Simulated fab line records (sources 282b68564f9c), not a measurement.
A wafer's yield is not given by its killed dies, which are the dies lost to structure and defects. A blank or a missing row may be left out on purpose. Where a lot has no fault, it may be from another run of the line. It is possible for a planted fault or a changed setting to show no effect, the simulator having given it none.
Which tool was responsible? | flow rit cmos | 21 wafers from 7 lots sampled at 2 of the route's 202 steps

WHAT THE GAUGES SHOWED, per wafer
RIT_GATE_THK_MEAS_09.
lot  | measured    | on            | GATE_POLY_THK (nm)
L420 | day 2 19:03 | film metro-04 | 253.5 254.6 253.2
L422 | day 3 05:52 | film metro-03 | 250.3 251.9 253.1
L425 | day 3 22:23 | film metro-02 | 249.8 254.4 251.1
L428 | day 4 09:50 | film metro-02 | 255.0 257.2 255.3
L433 | day 5 09:35 | film metro-04 | 252.2 250.3 250.4
L439 | day 6 16:38 | film metro-02 | 347.6 346.3 346.7
L441 | day 7 01:52 | film metro-02 | 257.5 256.8 257.2

WHAT TOOL EACH LOT RAN ON (gives the tool, then ch and the chambers of the sampled wafers, and finally the start)
lot  | RIT_GATE_CVD_08
L420 | lpcvd-02 ch 1, day 2 17:25
L422 | lpcvd-01 ch 1, day 3 04:14
L425 | lpcvd-01 ch 0, day 3 19:57
L428 | lpcvd-02 ch 1, day 4 07:24
L433 | lpcvd-01 ch 1, day 5 07:58
L439 | lpcvd-01 ch 0, day 6 15:00
L441 | lpcvd-02 ch 1, day 7 00:14
- RIT_GATE_CVD_08: deposits poly-Si from SiH4, target thk 250 nm, time 2220 s.

THE ANSWER, worked out from the rows above alone
Rule: the lots themselves supply what counts as usual. The widest of any qualifying gaps counts: lots, ordered by their means at a reading, are off when they make up no more than a third of the lots, leave a main group of 4 or more, and stand apart from it by 3 or more times the standard deviation of that group's means. A main group is skipped when, at the precision printed for the reading in the tables above, its means are all equal. A lot without any number at a reading at which 4 lots or more have one is off too. Where the step has rows for the other lots, those lots are counted as sound.
Off: at RIT_GATE_THK_MEAS_09 (GATE_POLY_THK), L439. The main group has a mean of 253.5 nm with a standard deviation of 2.3.
A tool fits if, at a process step before that reading, it ran every lot that is off, and no sound lot after the first of them. The gauges at RIT_GATE_THK_MEAS_09 are tried like those tools. One candidate fits, namely lpcvd-01 at RIT_GATE_CVD_08. A fault onset in the window from L433 (day 5 07:58, its last sound lot) to L439 (day 6 15:00, its first lot off) fits.

WHAT HAD BEEN PUT IN BY THE SIMULATOR
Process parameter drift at RIT_GATE_CVD_08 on lpcvd-01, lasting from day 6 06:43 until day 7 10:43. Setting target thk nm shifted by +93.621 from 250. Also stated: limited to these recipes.
Shown lots that were struck: L439. The rule above found the same.
